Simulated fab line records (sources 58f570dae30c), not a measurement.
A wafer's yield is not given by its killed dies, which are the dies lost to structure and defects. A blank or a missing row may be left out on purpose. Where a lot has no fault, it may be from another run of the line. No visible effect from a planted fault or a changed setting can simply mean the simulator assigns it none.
Which tool is to blame? :: flow berkeley-cmos170 :: 13 lots, 39 wafers sampled, at 4 steps of a route of 331

== WHAT THE GAUGES SHOWED, per wafer ==
UCB170_START_BOW_MEAS_00. Usual: INCOMING_BOW 0 um, standard deviation 7.2.
lot: L914
measured: day 1 10:02
on: film-metro-01
INCOMING_BOW (um): 0 1 -1
flag: 

lot: L916
measured: day 1 20:00
on: film-metro-03
INCOMING_BOW (um): 5 -2 -11
flag: 

lot: L919
measured: day 2 11:00
on: film-metro-01
INCOMING_BOW (um): -2 9 6
flag: 

lot: L924
measured: day 3 12:02
on: film-metro-03
INCOMING_BOW (um): -8 0 6
flag: 

lot: L925
measured: day 3 17:00
on: film-metro-03
INCOMING_BOW (um): 3 -4 -6
flag: 

lot: L926
measured: day 3 22:02
on: film-metro-01
INCOMING_BOW (um): -7 -6 8
flag: 

lot: L927
measured: day 4 03:00
on: film-metro-01
INCOMING_BOW (um): -12 5 4
flag: 

lot: L928
measured: day 4 08:00
on: film-metro-02
INCOMING_BOW (um): -6 7 -1
flag: 

lot: L929
measured: day 4 13:01
on: film-metro-01
INCOMING_BOW (um): -5 1 4
flag: 

lot: L930
measured: day 4 18:01
on: film-metro-01
INCOMING_BOW (um): -11 0 13
flag: 

lot: L931
measured: day 4 23:00
on: film-metro-03
INCOMING_BOW (um): -6 -8 -1
flag: 

lot: L932
measured: day 5 04:00
on: film-metro-03
INCOMING_BOW (um): 7 -5 9
flag: 

lot: L936
measured: day 6 00:00
on: film-metro-01
INCOMING_BOW (um): -7 -14 -15
flag: 

UCB170_PWELL_OVL_MEAS_13. Usual: PWELL_OVL -4 nm, standard deviation 5.7.
lot: L914
measured: day 3 08:20
on: overlay-01
PWELL_OVL (nm): -6 -1 1
flag: 

lot: L916
measured: day 3 15:28
on: overlay-01
PWELL_OVL (nm): 1 0 6
flag: 

lot: L919
measured: day 4 12:17
on: overlay-02
PWELL_OVL (nm): 2 0 0
flag: 

lot: L924
measured: day 5 08:22
on: overlay-01
PWELL_OVL (nm): -6 -13 -9
flag: 

lot: L925
measured: day 5 15:18
on: overlay-01
PWELL_OVL (nm): -11 -5 0
flag: 

lot: L926
measured: day 5 15:09
on: overlay-02
PWELL_OVL (nm): 0 1 -4
flag: 

lot: L927
measured: day 5 15:01
on: overlay-02
PWELL_OVL (nm): -20 -17 -11
flag: 

lot: L928
measured: day 6 04:05
on: overlay-02
PWELL_OVL (nm): -1 -2 -7
flag: 

lot: L929
measured: day 6 18:31
on: overlay-02
PWELL_OVL (nm): -2 -7 -3
flag: 

lot: L930
measured: day 6 18:44
on: overlay-02
PWELL_OVL (nm): -2 -6 -4
flag: 

lot: L931
measured: day 7 00:47
on: overlay-02
PWELL_OVL (nm): -8 -5 -8
flag: 

lot: L932
measured: day 7 00:30
on: overlay-01
PWELL_OVL (nm): 2 -4 -1
flag: 

lot: L936
measured: day 7 22:45
on: overlay-01
PWELL_OVL (nm): -7 -8 -10
flag: 

UCB170_PFIELD_OVL_MEAS_06. Usual: PFIELD_OVL -3 nm, standard deviation 5.3.
lot: L914
measured: day 5 04:02
on: overlay-01
PFIELD_OVL (nm): -11 -13 -9
flag: 

lot: L916
measured: day 5 03:46
on: overlay-01
PFIELD_OVL (nm): 4 -1 0
flag: 

lot: L919
measured: day 6 04:49
on: overlay-01
PFIELD_OVL (nm): -1 -2 -1
flag: 

lot: L924
measured: day 6 19:49
on: overlay-01
PFIELD_OVL (nm): -1 5 1
flag: 

lot: L925
measured: day 7 07:05
on: overlay-02
PFIELD_OVL (nm): -5 -6 -6
flag: 

lot: L926
measured: day 7 06:55
on: overlay-02
PFIELD_OVL (nm): 1 -6 4
flag: 

lot: L927
measured: day 7 06:48
on: overlay-01
PFIELD_OVL (nm): 12 10 5
flag: 

lot: L928
measured: day 7 22:53
on: overlay-01
PFIELD_OVL (nm): 0 -8 -4
flag: 

lot: L929
measured: day 8 17:15
on: overlay-01
PFIELD_OVL (nm): -4 -9 -3
flag: 

lot: L930
measured: day 8 17:00
on: overlay-02
PFIELD_OVL (nm): 0 4 2
flag: 

lot: L931
measured: day 9 06:17
on: overlay-02
PFIELD_OVL (nm): -5 -10 -6
flag: 

lot: L932
measured: day 9 05:53
on: overlay-01
PFIELD_OVL (nm): -10 -10 -10
flag: 

lot: L936
measured: day 9 16:28
on: overlay-01
PFIELD_OVL (nm): -15 -8 -15
flag: 

== WHAT TOOL EACH LOT RAN ON (gives the tool, then ch and the chambers of the sampled wafers, and finally the start) ==
lot: L914
UCB170_NWELL_EXPOSE_09: krf-scanner-01 ch 0, day 2 11:13

lot: L916
UCB170_NWELL_EXPOSE_09: krf-scanner-02 ch 0, day 2 19:44

lot: L919
UCB170_NWELL_EXPOSE_09: krf-scanner-02 ch 0, day 3 13:46

lot: L924
UCB170_NWELL_EXPOSE_09: krf-scanner-02 ch 0, day 4 10:30

lot: L925
UCB170_NWELL_EXPOSE_09: krf-scanner-02 ch 0, day 4 20:44

lot: L926
UCB170_NWELL_EXPOSE_09: krf-scanner-02 ch 0, day 4 21:00

lot: L927
UCB170_NWELL_EXPOSE_09: krf-scanner-02 ch 0, day 4 20:51

lot: L928
UCB170_NWELL_EXPOSE_09: krf-scanner-02 ch 0, day 5 09:11

lot: L929
UCB170_NWELL_EXPOSE_09: krf-scanner-02 ch 0, day 5 16:10

lot: L930
UCB170_NWELL_EXPOSE_09: krf-scanner-01 ch 0, day 5 16:25

lot: L931
UCB170_NWELL_EXPOSE_09: krf-scanner-01 ch 0, day 6 01:08

lot: L932
UCB170_NWELL_EXPOSE_09: krf-scanner-01 ch 0, day 6 01:01

lot: L936
UCB170_NWELL_EXPOSE_09: krf-scanner-01 ch 0, day 6 23:37
- UCB170_NWELL_EXPOSE_09: exposes mask NWELL, target cd 3000 nm.

== AS READ BY THE TOOLS THEMSELVES (means over the sampled wafers that have a number; for cases with no such wafer, the mark the record gives instead) ==
UCB170_NWELL_EXPOSE_09. Usual: stage-vel-mm-s 500.04 mm/s, standard deviation 0.28.
lot: L914
tool: krf-scanner-01
stage-vel-mm-s (mm/s): 500.27
flag: 

lot: L916
tool: krf-scanner-02
stage-vel-mm-s (mm/s): 500.03
flag: 

lot: L919
tool: krf-scanner-02
stage-vel-mm-s (mm/s): 500.11
flag: 

lot: L924
tool: krf-scanner-02
stage-vel-mm-s (mm/s): 499.79
flag: 

lot: L925
tool: krf-scanner-02
stage-vel-mm-s (mm/s): 499.87
flag: 

lot: L926
tool: krf-scanner-02
stage-vel-mm-s (mm/s): 500.03
flag: 

lot: L927
tool: krf-scanner-02
stage-vel-mm-s (mm/s): 499.64
flag: 

lot: L928
tool: krf-scanner-02
stage-vel-mm-s (mm/s): 499.81
flag: 

lot: L929
tool: krf-scanner-02
stage-vel-mm-s (mm/s): 500.31
flag: 

lot: L930
tool: krf-scanner-01
stage-vel-mm-s (mm/s): 500.08
flag: 

lot: L931
tool: krf-scanner-01
stage-vel-mm-s (mm/s): 500.31
flag: 

lot: L932
tool: krf-scanner-01
stage-vel-mm-s (mm/s): 499.93
flag: 

lot: L936
tool: krf-scanner-01
stage-vel-mm-s (mm/s): 500.23
flag: 

== THE ANSWER, worked out from the rows above alone ==
Rule: a lot is off if the mean of its wafers that have a number lies more than 3 standard deviations from the usual mean. Also off: a lot with no number at a reading for which 4 or more lots have one. Any other lot the step has rows for is counted as sound. Order of review: gauges by route order, followed by the tools' own readings, for which a lot's mean as printed above is used. The first step at which some lot is off is used, and at that step the reading that is off furthest; a lot without a number counts as furthest.
No lot is off on any of the readings shown, so nothing can be concluded from this.

== WHAT THE SIMULATOR HAD PUT IN ==
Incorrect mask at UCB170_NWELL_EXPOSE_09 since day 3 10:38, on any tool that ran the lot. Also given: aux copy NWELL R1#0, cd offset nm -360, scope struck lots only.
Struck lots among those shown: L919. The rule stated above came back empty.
